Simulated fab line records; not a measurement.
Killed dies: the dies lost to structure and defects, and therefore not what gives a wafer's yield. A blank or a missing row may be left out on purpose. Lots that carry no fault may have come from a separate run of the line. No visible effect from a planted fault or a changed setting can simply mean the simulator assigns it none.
The tool behind it: which one? | flow berkeley-cmos170 | Sampling: 7 lots, 21 wafers, 3 of 331 route steps

## WHAT THE GAUGES SHOWED, per wafer
UCB170_V2_THK_MEAS_01.
lot  | measured     | on            | V2_TEOS_THK (nm)
L231 | day 8 09:20  | film-metro-04 | 1959 1976 2021
L234 | day 8 20:48  | film-metro-03 | 2024 2047 2061
L237 | day 9 05:49  | film-metro-02 | 1975 1982 2020
L242 | day 10 04:56 | film-metro-03 | 1989 2027 1547
L245 | day 11 19:08 | film-metro-04 | 1965 1992 2034
L252 | day 12 13:31 | film-metro-04 | 2008 2035 2016
L253 | day 13 02:02 | film-metro-02 | 1961 1973 1991

## TOOL THAT RAN EACH LOT (tool first, then ch and the chambers of the sampled wafers, then the start)
lot  | UCB170_M2_STRIP_07                   | UCB170_V2_CVD_00
L231 | plasma-asher-04 ch 0,1, day 8 06:38  | pecvd-03 ch 0,1,2, day 8 09:11
L234 | plasma-asher-04 ch 0,1, day 8 18:26  | pecvd-04 ch 0,1,2, day 8 20:41
L237 | plasma-asher-02 ch 0,1, day 9 03:56  | pecvd-04 ch 0,2, day 9 05:40
L242 | plasma-asher-04 ch 0,1, day 10 03:05 | pecvd-03 ch 0,1, day 10 04:46
L245 | plasma-asher-02 ch 0,1, day 11 15:04 | pecvd-04 ch 0,2, day 11 18:53
L252 | plasma-asher-01 ch 0,1, day 12 10:47 | pecvd-04 ch 1,2, day 12 13:20
L253 | plasma-asher-01 ch 0,1, day 12 23:26 | pecvd-04 ch 0,1,2, day 13 01:52
- UCB170_M2_STRIP_07: strips in O2.
- UCB170_V2_CVD_00: deposits SiO2 from TEOS/O2, target thk 2000 nm, time 250 s.

## THE ANSWER, worked out from the rows above alone
Rule: what is usual is taken from the lots themselves. The widest of any qualifying gaps counts: lots, ordered by their means at a reading, are off when they make up no more than a third of the lots, leave a main group of 4 or more, and stand apart from it by 3 or more times the standard deviation of that group's means. The tables above print the reading to a certain number of digits; a main group whose means all agree to those digits is not used. A lot without any number at a reading at which 4 lots or more have one is off too. Any other lot the step has rows for is counted as sound.
Off: L242, seen at UCB170_V2_THK_MEAS_01 (V2_TEOS_THK). Main group: mean 2002 nm, sd 23.
A tool fits if, at a process step before that reading, it ran every lot that is off, and no sound lot after the first of them. Gauges at UCB170_V2_THK_MEAS_01: tried the same way as those tools. Can't be told from this: 3 tools fit, plasma-asher-04 at UCB170_M2_STRIP_07, pecvd-03 at UCB170_V2_CVD_00, film-metro-03 at UCB170_V2_THK_MEAS_01.

## WHAT HAD BEEN PUT IN BY THE SIMULATOR
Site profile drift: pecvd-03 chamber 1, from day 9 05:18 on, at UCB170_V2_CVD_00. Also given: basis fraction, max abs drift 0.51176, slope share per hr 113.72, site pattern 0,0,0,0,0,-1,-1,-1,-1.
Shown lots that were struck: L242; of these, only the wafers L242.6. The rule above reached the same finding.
